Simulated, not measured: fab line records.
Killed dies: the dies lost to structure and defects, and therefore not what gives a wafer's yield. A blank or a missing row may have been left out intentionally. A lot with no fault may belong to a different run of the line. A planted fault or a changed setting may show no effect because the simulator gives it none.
Struck lot and sound lot, side by side	flow rit cmos	18 steps out of a route of 202
Sound: these wafers, L396.3, L396.4, L396.5. Wafers struck: L394.1, L394.2, L394.3. The cause is given at the end.
Order at every step that has rows: each side's tool, ch and its chambers, its first start. Under that, the readings that differ: sound wafers	struck wafers	difference of the means	sigmas: that difference in standard deviations of wafers without a fault.
alike: readings whose means differ by less than 2 such deviations, and words and numbers that are the same on both sides. not compared: withheld readings, readings that some wafer has no value for, bounds like >300 that may hide the same value, and numbers for which the record gives no deviation and whose values overlap.
A row with sigmas, a row that says differs or no value, or rows on one side alone: a step with any of these is where the two part. Numbers that have no deviation but don't overlap get no sigmas and don't part them. A reading missing from all wafers of one side parts the sides only when that side holds two or more wafers.

first, 1 step without rows for these wafers: RIT_PLDD_IMPLANT_08.
RIT_PLDD_STRIP_09: strips in O2, time 180 s.
  sound on plasma asher-04 ch 0,1, day 5 07:04; struck on plasma asher-02 ch 0,1, day 4 19:05
  alike: drypump motor current A
  not compared: rf hours counter h
RIT_PLDD_TW_MEAS_10:
  sound: film metro-01 at day 5 07:13; struck: film metro-01 at day 4 19:16
  alike: PLDD_TW
then, 4 steps without rows for these wafers: RIT_SPACER_CLEAN_00 (cleans in SC1, time 600 s); RIT_SPACER_CLEAN_01 (cleans in dHF, time 30 s); RIT_SPACER_CLEAN_02 (cleans in SC2, time 600 s); RIT_SPACER_CVD_03 (deposits Si3N4 from SiH2Cl2/NH3, target thk 250 nm, time 3300 s).
RIT_SPACER_THK_MEAS_04:
  sound: film metro-02 at day 5 09:35; struck: film metro-02 at day 4 21:37
  alike: SPACER_NITRIDE_THK
RIT_SPACER_ETCHBACK_05: etches Si3N4 in SF6/CHF3, stops on SiO2, target depth 250 nm, time 240 s.
  sound on rie diel-01 ch 1,2,3, day 5 09:37; struck on rie diel-03 ch 1,2,3, day 4 21:40
  alike: drypump motor current A, oes product au, throttle valve pct
  not compared: rf hours counter h
then, 3 steps without rows for these wafers: RIT_NSD_HMDS_00 (prime time 60 s); RIT_NSD_COAT_01 (resist thk 1000 nm); RIT_NSD_SOFTBAKE_02 (time 60 s).
RIT_NSD_EXPOSE_03: exposes mask M9, target cd 40700 nm.
  sound on iline stepper-02 ch 0, day 5 10:23; struck on iline stepper-01 ch 0, day 4 22:16
reading	sound	struck	difference	sigmas
model.NSD.overlay x nm (nm)	-1.221 -1.221 -1.221	3637 3637 3637	+3638	
  alike: mask, exposure dose mJ cm2, stage vel mm s
then, 2 steps without rows for these wafers: RIT_NSD_PEB_04; RIT_NSD_DEVELOP_05 (develop time 50 s).
RIT_NSD_OVL_MEAS_06:
  sound: overlay-02 at day 5 10:46; struck: overlay-02 at day 4 22:40
reading	sound	struck	difference	sigmas
NSD_OVL (nm)	1.5 -0.3 -1.2	3637.3 3637.4 3636.3	+3637.0	+99 or more
then, 1 step without rows for these wafers: RIT_NSD_HARDBAKE_07 (time 60 s).
RIT_M1_PROBE_99:
  sound: prober-02 at day 5 21:14; struck: prober-02 at day 5 08:58
reading	sound	struck	difference	sigmas
killed at front end	3 5 6	255 252 256	+250	+78
killed dies	3 5 7	255 252 256	+249	+78
killed on rim	1 0 1	68 69 69	+68	+49
model.etest.pmos_0p15.short	0 0 0	1 1 1	+1	
  alike: killed at contacts, killed open, killed short
  not compared: model.etest.nmos_0p15.junction log10 a um, model.etest.nmos_0p3.off log10 a um, model.etest.gate end array.leak log10 a um, model.etest.nmos_0p3.bv v, model.etest.nmos_0p15.bv v, model.etest.nmos_0p15.off log10 a um, model.etest.retro edge nmos.off log10 a um

## WHERE THEY PART
Earliest at RIT_NSD_OVL_MEAS_06; latest, in this record, at RIT_M1_PROBE_99.

WHY: what the simulator had put in
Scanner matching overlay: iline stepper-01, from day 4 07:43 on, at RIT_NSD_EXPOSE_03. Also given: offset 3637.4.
